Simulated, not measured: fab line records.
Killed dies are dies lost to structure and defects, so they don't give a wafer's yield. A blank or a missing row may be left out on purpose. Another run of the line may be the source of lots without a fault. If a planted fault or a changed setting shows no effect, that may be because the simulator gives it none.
Which of the tools did it? || flow ritCmos || 7 lots with 21 wafers sampled at 2 steps, on a route of 202 steps

WHAT EACH GAUGE READ, for each wafer
RIT_NWELL_TW_MEAS_10.
{"lot": "L180", "measured": "day 2 06:16", "on": "filmMetro-01", "NWELL_TW": "2157 2161 2155"}
{"lot": "L185", "measured": "day 3 06:08", "on": "filmMetro-02", "NWELL_TW": "2248 2247 2243"}
{"lot": "L190", "measured": "day 4 06:58", "on": "filmMetro-01", "NWELL_TW": "2240 2250 2242"}
{"lot": "L194", "measured": "day 5 06:37", "on": "filmMetro-04", "NWELL_TW": "2122 2133 2124"}
{"lot": "L197", "measured": "day 5 19:59", "on": "filmMetro-01", "NWELL_TW": "2158 2158 2147"}
{"lot": "L200", "measured": "day 6 09:28", "on": "filmMetro-01", "NWELL_TW": "2148 2167 2157"}
{"lot": "L202", "measured": "day 6 19:10", "on": "filmMetro-01", "NWELL_TW": "2156 2149 2162"}

WHICH TOOL RAN EACH LOT (tool, then ch and the chambers of the sampled wafers, then the start)
{"lot": "L180", "RIT_NWELL_IMPLANT_08": "implanter-01 ch 0, day 2 05:59"}
{"lot": "L185", "RIT_NWELL_IMPLANT_08": "implanter-04 ch 0, day 3 05:50"}
{"lot": "L190", "RIT_NWELL_IMPLANT_08": "implanter-04 ch 0, day 4 06:38"}
{"lot": "L194", "RIT_NWELL_IMPLANT_08": "implanter-02 ch 0, day 5 06:17"}
{"lot": "L197", "RIT_NWELL_IMPLANT_08": "implanter-01 ch 0, day 5 19:40"}
{"lot": "L200", "RIT_NWELL_IMPLANT_08": "implanter-02 ch 0, day 6 09:09"}
{"lot": "L202", "RIT_NWELL_IMPLANT_08": "implanter-01 ch 0, day 6 18:50"}
- RIT_NWELL_IMPLANT_08

THE ANSWER, worked out from the rows above alone
Rule: the lots themselves supply what counts as usual. Put in order of their means at a reading, lots are off if they are a third of the lots or fewer, leave a main group of 4 or more, and stand apart from it by a gap of 3 or more times the standard deviation of the main group's means; of several such gaps the widest counts. A main group is skipped when, at the precision printed for the reading in the tables above, its means are all equal. Also off: a lot with no number at a reading for which 4 or more lots have one. All remaining lots with rows at the step are treated as sound.
Off: at RIT_NWELL_TW_MEAS_10 (NWELL_TW), L185, L190. The main group has a mean of 2150 with a standard deviation of 12.
If a tool, at a process step before that reading, ran all the lots that are off and no sound lot after the first of them, it fits. Gauges at RIT_NWELL_TW_MEAS_10: tried the same way as those tools. One fits: RIT_NWELL_IMPLANT_08 on implanter-04. It ran no sound lot before its first lot that is off in this sample, so the start can't be narrowed down.

WHAT THE SIMULATOR HAD INSERTED
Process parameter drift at RIT_NWELL_IMPLANT_08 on implanter-04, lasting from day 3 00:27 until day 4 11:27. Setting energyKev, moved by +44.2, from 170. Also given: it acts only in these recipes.
Lots struck among those shown: L185, L190. The rule above reached the same finding.
